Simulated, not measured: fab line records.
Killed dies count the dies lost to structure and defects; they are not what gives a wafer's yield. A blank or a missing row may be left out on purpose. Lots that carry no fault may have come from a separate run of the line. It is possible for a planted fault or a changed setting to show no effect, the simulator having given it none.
2 desks, one fault / flow rit cmos / each desk has only its own numbers; what lay behind them comes last

THE TOOL OWNER'S DESK: implanter-03
The tool's own readings at RIT_NRETRO_IMPLANT_08: means of the sampled wafers that have a number, for each lot that ran on this tool. Any lot whose mean is over 4 standard deviations away from the usual mean is out of limits and marked OUT; that distance is given in the brackets.
Columns: A = beam energy keV at RIT_NRETRO_IMPLANT_08, usual 69.993; B = faraday current uA at RIT_NRETRO_IMPLANT_08, usual 31.7; C = tilt deg at RIT_NRETRO_IMPLANT_08, usual 7.001 degrees
lot=L481; first seen here=day 2 07:53; A=70.006; B=31.2; C=6.987
lot=L485; first seen here=day 3 08:08; A=69.978; B=31.3; C=7.010
lot=L489; first seen here=day 4 03:26; A=69.984; B=31.6; C=7.015
lot=L490; first seen here=day 4 08:05; A=68.223 (-84) OUT; B=31.3; C=6.996
lot=L491; first seen here=day 4 11:59; A=68.256 (-83) OUT; B=32.0; C=6.988
This desk finds L490, L491 out of limits, L490 being first, at day 4 08:05 (beam energy keV at RIT_NRETRO_IMPLANT_08). Within limits: L481, L485, L489.

AT THE METROLOGY DESK
Means of the sampled wafers that have a number, per lot and without regard to the tool the lot ran on: this is what the gauges read. Any lot whose mean is over 4 standard deviations away from the usual mean is out of limits and marked OUT; that distance is given in the brackets.
Columns: A = NWELL_OVL at RIT_NWELL_OVL_MEAS_06, usual 0.0 nm; B = NSD_TW at RIT_NSD_TW_MEAS_10, usual 3114; C = CONTACT_OVL at RIT_CONTACT_OVL_MEAS_09, usual -0.2 nm
lot=L481; first seen here=day 1 21:59; A=0.4; B=3143; C=-0.7
lot=L482; first seen here=day 2 03:17; A=0.8; B=3138; C=-0.4
lot=L485; first seen here=day 2 19:52; A=1.3; B=3097; C=-0.5
lot=L488; first seen here=day 3 15:17; A=-0.2; B=3084; C=1.0
lot=L489; first seen here=day 3 17:19; A=1.3; B=3103; C=-0.4
lot=L490; first seen here=day 3 21:11; A=-0.3; B=3099; C=-0.2
lot=L491; first seen here=day 4 01:43; A=-1.4; B=3096; C=0.1
lot=L495; first seen here=day 5 00:29; A=-0.0; B=3094; C=1.3
lot=L496; first seen here=day 5 03:19; A=1.0; B=3099; C=-1.7
lot=L499; first seen here=day 5 17:34; A=-1.6; B=3157; C=-0.1
lot=L500; first seen here=day 5 21:05; A=2.0; B=3117; C=-1.6
lot=L501; first seen here=day 6 01:49; A=-1.0; B=3111; C=1.6
lot=L502; first seen here=day 6 07:45; A=0.7; B=3105; C=0.3
lot=L503; first seen here=day 6 11:44; A=-1.2; B=3100; C=-1.1
This desk found nothing out of limits on any of the 14 lots.

ALL TOGETHER
The tool owner's desk had the chance to raise an alarm at day 4 08:05 on L490, L491.
At the metrology desk, nothing out of limits was observed.
The metrology desk holds a record of L490, L491, inside its limits.
RIT_NRETRO_IMPLANT_08 was run on implanter-03 by each of the lots named.

WHAT THE SIMULATOR PUT IN
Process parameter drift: implanter-03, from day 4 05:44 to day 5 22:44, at RIT_NRETRO_IMPLANT_08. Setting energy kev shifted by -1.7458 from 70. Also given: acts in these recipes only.
Shown lots that were struck: L490, L491.
Time in hours from fault onset to the first out-of-limits reading at each desk: the tool owner's desk, 2.
